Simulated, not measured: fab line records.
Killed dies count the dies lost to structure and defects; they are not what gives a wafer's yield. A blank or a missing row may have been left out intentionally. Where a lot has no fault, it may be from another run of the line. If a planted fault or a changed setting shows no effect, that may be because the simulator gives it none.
Which tool is to blame? + flow rit_cmos + Sampling: 7 lots, 21 wafers, 2 of 202 route steps

WHAT THE GAUGES SHOWED, per wafer
RIT_NRETRO_OVL_MEAS_06.
| lot  | measured    | on         | NRETRO_OVL (nm) |
|------|-------------|------------|-----------------|
| L177 | day 2 18:12 | overlay-01 | 1.6 0.5 1.5     |
| L180 | day 3 07:45 | overlay-01 | -0.3 2.3 -0.4   |
| L183 | day 4 00:52 | overlay-02 | 1.5 1.2 -0.3    |
| L186 | day 4 14:17 | overlay-01 | 0.5 0.4 0.0     |
| L190 | day 5 10:24 | overlay-01 | 1.3 1.4 -0.9    |
| L193 | day 6 00:50 | overlay-02 | 1.0 1.9 1.6     |
| L196 | day 6 15:23 | overlay-02 | - - -           |

EACH LOT AND THE TOOL THAT RAN IT (in order: tool; ch and the chambers of the sampled wafers; start)
| lot  | RIT_NRETRO_COAT_01               |
|------|----------------------------------|
| L177 | litho_track-04 ch 0, day 2 17:22 |
| L180 | litho_track-01 ch 0, day 3 06:53 |
| L183 | litho_track-04 ch 0, day 4 00:08 |
| L186 | litho_track-01 ch 0, day 4 13:27 |
| L190 | litho_track-03 ch 0, day 5 09:26 |
| L193 | litho_track-01 ch 0, day 5 23:59 |
| L196 | litho_track-04, day 6 14:41      |
- RIT_NRETRO_COAT_01: resist thk 1300 nm.

THE ANSWER, worked out from the rows above alone
Rule: the lots themselves supply what counts as usual. Put in order of their means at a reading, lots are off if they are a third of the lots or fewer, leave a main group of 4 or more, and stand apart from it by a gap of 3 or more times the standard deviation of the main group's means; of several such gaps the widest counts. Not used: any main group whose means are identical at the precision the tables above print for the reading. A lot without any number at a reading at which 4 lots or more have one is off too. All remaining lots with rows at the step are treated as sound.
Off: L196, seen at RIT_NRETRO_OVL_MEAS_06 (NRETRO_OVL). Without a number there: L196. For the main group the mean is 0.8 nm and the standard deviation 0.41.
A tool fits if, at a process step before that reading, it ran every lot that is off, and no sound lot after the first of them. The gauges at RIT_NRETRO_OVL_MEAS_06 are tried like those tools. Can't be told from this: 2 tools fit, litho_track-04 at RIT_NRETRO_COAT_01, overlay-02 at RIT_NRETRO_OVL_MEAS_06.

WHAT HAD BEEN PUT IN BY THE SIMULATOR
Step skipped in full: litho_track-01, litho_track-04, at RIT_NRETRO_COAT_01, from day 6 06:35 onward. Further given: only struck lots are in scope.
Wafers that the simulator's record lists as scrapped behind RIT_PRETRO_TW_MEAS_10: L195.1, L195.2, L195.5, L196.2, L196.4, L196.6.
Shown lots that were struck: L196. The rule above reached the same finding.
